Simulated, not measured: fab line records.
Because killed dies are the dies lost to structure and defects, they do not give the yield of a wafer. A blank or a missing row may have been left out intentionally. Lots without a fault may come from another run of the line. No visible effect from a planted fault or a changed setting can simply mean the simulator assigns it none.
Which tool was responsible?    flow berkeley_cmos170    14 lots, 42 wafers sampled, at 6 steps of a route of 331

## WHAT EACH GAUGE READ, for each wafer
UCB170_ACTIVE_THK_MEAS_06. Usual: ACTIVE_NITRIDE_THK gives 219.2 nm (standard deviation 1.8).
lot   measured     on             ACTIVE_NITRIDE_THK (nm)  flag
L236  day 4 13:18  film_metro-02  219.6 219.7 217.9        
L238  day 5 00:28  film_metro-02  217.7 218.2 217.8        
L239  day 5 00:26  film_metro-01  218.4 219.0 219.2        
L240  day 5 15:33  film_metro-04  219.8 221.4 220.3        
L241  day 5 23:44  film_metro-01  220.7 219.4 221.2        
L242  day 5 23:48  film_metro-01  221.1 219.7 219.4        
L244  day 5 23:44  film_metro-02  219.5 216.9 215.9        
L243  day 5 23:44  film_metro-04  219.5 223.0 220.7        
L245  day 6 11:19  film_metro-01  219.9 220.8 219.8        
L247  day 7 01:55  film_metro-01  219.5 221.0 219.7        
L248  day 7 01:55  film_metro-04  220.3 220.3 220.9        
L249  day 7 16:40  film_metro-04  134.2 134.7 135.2        OFF
L250  day 7 16:40  film_metro-02  137.4 135.7 138.0        OFF
L254  day 8 23:26  film_metro-04  216.6 218.1 218.7        

UCB170_ACTIVE_OVL_MEAS_14. Usual: ACTIVE_OVL gives 1 nm (standard deviation 4.8).
lot   measured     on          ACTIVE_OVL (nm)  flag
L236  day 4 15:23  overlay-02  -6 -6 3          
L238  day 5 03:19  overlay-01  0 6 3            
L239  day 5 03:19  overlay-02  8 1 5            
L240  day 5 16:56  overlay-02  1 -1 -3          
L241  day 6 01:05  overlay-02  3 2 -6           
L242  day 6 02:02  overlay-02  2 -4 0           
L244  day 6 01:29  overlay-02  -2 -8 0          
L243  day 6 01:46  overlay-01  4 6 9            
L245  day 6 13:26  overlay-02  2 7 2            
L247  day 7 02:55  overlay-01  0 2 -9           
L248  day 7 03:10  overlay-01  0 1 -1           
L249  day 7 18:03  overlay-01  -6 -6 -7         
L250  day 7 17:49  overlay-02  -3 -5 -3         
L254  day 9 01:14  overlay-02  -2 1 -4          

UCB170_NSD_TW_MEAS_10. Usual: NSD_TW gives 4190 (standard deviation 24).
lot   measured      on             NSD_TW          flag
L236  day 7 23:11   film_metro-01  4162 4190 4194  
L238  day 8 17:32   film_metro-01  4226 4208 4199  
L239  day 8 17:44   film_metro-04  4175 4192 4204  
L240  day 8 18:01   film_metro-01  4157 4213 4195  
L241  day 9 23:04   film_metro-02  4199 4220 4200  
L242  day 9 22:31   film_metro-02  4196 4200 4203  
L244  day 9 22:37   film_metro-04  4220 4203 4203  
L243  day 9 22:47   film_metro-02  4203 4205 4202  
L245  day 10 09:25  film_metro-02  4219 4231 4209  
L247  day 10 21:59  film_metro-02  4227 4248 4216  
L248  day 10 21:17  film_metro-02  4233 4229 4220  
L249  day 11 09:49  film_metro-04  4218 4206 4212  
L250  day 11 10:03  film_metro-02  4140 4157 4171  
L254  day 12 10:08  film_metro-01  4164 4176 4158  

## TOOL THAT RAN EACH LOT (tool first, then ch and the chambers of the sampled wafers, then the start)
lot   UCB170_ZERO_ETCH_06                UCB170_ACTIVE_CVD_05        UCB170_ACTIVE_ETCH_15
L236  rie_diel-01 ch 0,1,3, day 1 20:41  lpcvd-02 ch 0, day 4 11:23  rie_diel-03 ch 2,3, day 4 15:25
L238  rie_diel-04 ch 0,1,2, day 2 06:25  lpcvd-02 ch 1, day 4 21:16  rie_diel-01 ch 2,3, day 5 03:20
L239  rie_diel-02 ch 0,2,3, day 2 10:34  lpcvd-02 ch 1, day 4 21:16  rie_diel-04 ch 1,3, day 5 03:21
L240  rie_diel-01 ch 1,2,3, day 2 19:09  lpcvd-01 ch 0, day 5 13:38  rie_diel-01 ch 1,2,3, day 5 16:58
L241  rie_diel-04 ch 0,3, day 3 03:13    lpcvd-01 ch 1, day 5 21:49  rie_diel-01 ch 1,3, day 6 01:07
L242  rie_diel-01 ch 0,3, day 3 03:28    lpcvd-01 ch 0, day 5 21:49  rie_diel-01 ch 1,2,3, day 6 02:04
L244  rie_diel-02 ch 0,1,3, day 3 12:22  lpcvd-01 ch 0, day 5 21:49  rie_diel-03 ch 0,2,3, day 6 01:31
L243  rie_diel-04 ch 0,1,2, day 3 12:46  lpcvd-01 ch 1, day 5 21:49  rie_diel-04 ch 0,2,3, day 6 01:48
L245  rie_diel-04 ch 0,1,3, day 3 18:10  lpcvd-01 ch 0, day 6 09:24  rie_diel-03 ch 2,3, day 6 13:28
L247  rie_diel-04 ch 0,3, day 4 04:22    lpcvd-02 ch 1, day 6 23:59  rie_diel-03 ch 0,1,3, day 7 02:57
L248  rie_diel-01 ch 1,2, day 4 07:12    lpcvd-02 ch 1, day 6 23:59  rie_diel-01 ch 0,1,2, day 7 03:12
L249  rie_diel-04 ch 0,2,3, day 4 16:40  lpcvd-02 ch 1, day 7 14:45  rie_diel-04 ch 0,1,3, day 7 18:05
L250  rie_diel-02 ch 2,3, day 4 16:57    lpcvd-02 ch 0, day 7 14:45  rie_diel-03 ch 0,1, day 7 17:51
L254  rie_diel-04 ch 1,2,3, day 5 15:13  lpcvd-01 ch 1, day 8 21:30  rie_diel-03 ch 0,1, day 9 01:16
- UCB170_ZERO_ETCH_06: etches SiO2 in CHF3/CF4/Ar, time 12 s.
- UCB170_ACTIVE_CVD_05: deposits Si3N4 from SiH2Cl2/NH3, target thk 220 nm, time 3300 s.
- UCB170_ACTIVE_ETCH_15: etches Si3N4 in CH3F/Ar/O2, stops on SiO2, target depth 242 nm, time 151 s.

## AS READ BY THE TOOLS THEMSELVES (means over the sampled wafers that have a number; for cases with no such wafer, the mark the record gives instead)
UCB170_ZERO_ETCH_06. Usual: cf4_flow_sccm 9.999 sccm, standard deviation 0.028; drypump_motor_current_A 6.0 A, standard deviation 0.41; mfc_ar_sccm 120.0 sccm, standard deviation 0.36; oes_product_au 0.619 a.u., standard deviation 0.011; throttle_valve_pct 9.25 %, standard deviation 0.13.
lot   tool         cf4_flow_sccm (sccm)  drypump_motor_current_A (A)  mfc_ar_sccm (sccm)  oes_product_au (a.u.)  throttle_valve_pct (%)  flag
L236  rie_diel-01  9.994                 6.0                          119.7               0.626                  9.32                    
L238  rie_diel-04  9.991                 6.2                          119.8               0.627                  9.17                    
L239  rie_diel-02  10.012                5.7                          119.9               0.627                  9.19                    
L240  rie_diel-01  10.001                5.6                          120.0               0.617                  9.27                    
L241  rie_diel-04  9.978                 6.1                          120.1               0.619                  9.38                    
L242  rie_diel-01  9.994                 6.1                          119.7               0.614                  9.25                    
L244  rie_diel-02  9.994                 5.6                          119.9               0.620                  9.22                    
L243  rie_diel-04  10.005                6.2                          120.0               0.624                  9.17                    
L245  rie_diel-04  9.995                 6.2                          119.8               0.621                  9.31                    
L247  rie_diel-04  9.979                 5.9                          120.0               0.623                  9.34                    
L248  rie_diel-01  9.985                 5.5                          119.8               0.615                  9.32                    
L249  rie_diel-04  9.993                 6.2                          119.7               0.626                  9.23                    
L250  rie_diel-02  9.979                 6.0                          120.2               0.619                  9.26                    
L254  rie_diel-04  10.019                6.4                          120.3               0.622                  9.21                    

UCB170_ACTIVE_CVD_05. Usual: spike_tc_centre_C 802.3 C, standard deviation 1.2; spike_tc_load_C 825.1 C, standard deviation 1.7; spike_tc_source_C 825 C, standard deviation 3.2; susceptor_temp_C 800.0 C, standard deviation 0.35.
lot   tool      spike_tc_centre_C (C)  spike_tc_load_C (C)  spike_tc_source_C (C)  susceptor_temp_C (C)  flag
L236  lpcvd-02  802.2                  821.5                820                    799.9                 
L238  lpcvd-02  802.7                  825.9                822                    799.9                 
L239  lpcvd-02  804.6                  826.7                823                    800.1                 
L240  lpcvd-01  802.0                  825.4                827                    799.8                 
L241  lpcvd-01  801.6                  823.9                830                    799.9                 
L242  lpcvd-01  801.1                  826.0                826                    799.9                 
L244  lpcvd-01  800.9                  826.8                827                    800.1                 
L243  lpcvd-01  803.4                  823.7                830                    799.7                 
L245  lpcvd-01  802.4                  826.6                827                    800.4                 
L247  lpcvd-02  804.2                  825.1                823                    799.9                 
L248  lpcvd-02  804.0                  826.7                823                    799.9                 
L249  lpcvd-02  778.0                  800.6                798                    775.4                 OFF
L250  lpcvd-02  776.2                  797.5                796                    775.0                 OFF
L254  lpcvd-01  803.1                  823.2                829                    800.1                 

UCB170_ACTIVE_ETCH_15. Usual: drypump_motor_current_A 5.9 A, standard deviation 0.44; mfc_ar_sccm 49.99 sccm, standard deviation 0.14; oes_product_au 0.936 a.u., standard deviation 0.015; throttle_valve_pct 8.09 %, standard deviation 0.1.
lot   tool         drypump_motor_current_A (A)  mfc_ar_sccm (sccm)  oes_product_au (a.u.)  throttle_valve_pct (%)  flag
L236  rie_diel-03  6.2                          49.98               0.940                  8.04                    
L238  rie_diel-01  5.5                          49.98               0.919                  8.07                    
L239  rie_diel-04  6.4                          49.84               0.936                  8.19                    
L240  rie_diel-01  5.6                          50.01               0.936                  8.08                    
L241  rie_diel-01  5.6                          50.05               0.946                  8.11                    
L242  rie_diel-01  5.5                          49.95               0.935                  8.08                    
L244  rie_diel-03  6.0                          49.86               0.917                  8.09                    
L243  rie_diel-04  6.1                          50.11               0.955                  8.06                    
L245  rie_diel-03  6.3                          50.02               0.933                  8.12                    
L247  rie_diel-03  5.7                          49.97               0.930                  8.02                    
L248  rie_diel-01  5.8                          50.01               0.942                  8.15                    
L249  rie_diel-04  6.2                          50.11               0.723                  8.12                    OFF
L250  rie_diel-03  5.6                          49.87               0.712                  8.06                    OFF
L254  rie_diel-03  5.5                          50.00               0.933                  8.04                    

## THE ANSWER, worked out from the rows above alone
Rule: a lot is off if the mean of its wafers that have a number lies more than 3 standard deviations from the usual mean. A lot without any number at a reading at which 4 lots or more have one is off too. The other lots that the step has rows for count as sound. After the gauges, taken in route order, come the tools' own readings; for these a lot's mean is taken, as printed above. The first step at which some lot is off is used, and at that step the reading that is off furthest; a lot without a number counts as furthest.
Off: L249, L250, seen at UCB170_ACTIVE_THK_MEAS_06 (ACTIVE_NITRIDE_THK).
If a tool, at a process step before that reading, ran all the lots that are off and no sound lot after the first of them, it fits. Not tried: the gauges at UCB170_ACTIVE_THK_MEAS_06; whatever is off there is also off at UCB170_ACTIVE_CVD_05, on other tools, and gauge error can't account for it. One fits: lpcvd-02 at UCB170_ACTIVE_CVD_05. A fault onset in the window from L247 (day 6 23:59, its last sound lot) to L249 (day 7 14:45, its first lot off) fits.
The tool's own readings at UCB170_ACTIVE_CVD_05 bear it out: on the lots that are off they differ by more than 5 times the standard deviation of the sound lots' means. spike_tc_centre_C reads 777.1 C there against 802.7 C on the sound lots; spike_tc_load_C reads 799.0 C there against 825.1 C on the sound lots; spike_tc_source_C reads 797 C there against 826 C on the sound lots; susceptor_temp_C reads 775.2 C there against 800.0 C on the sound lots.

## WHAT WAS PUT IN BY THE SIMULATOR
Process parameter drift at UCB170_ACTIVE_CVD_05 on lpcvd-02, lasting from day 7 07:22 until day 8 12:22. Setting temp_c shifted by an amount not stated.
Shown lots that were struck: L249, L250. Same finding as the rule above.
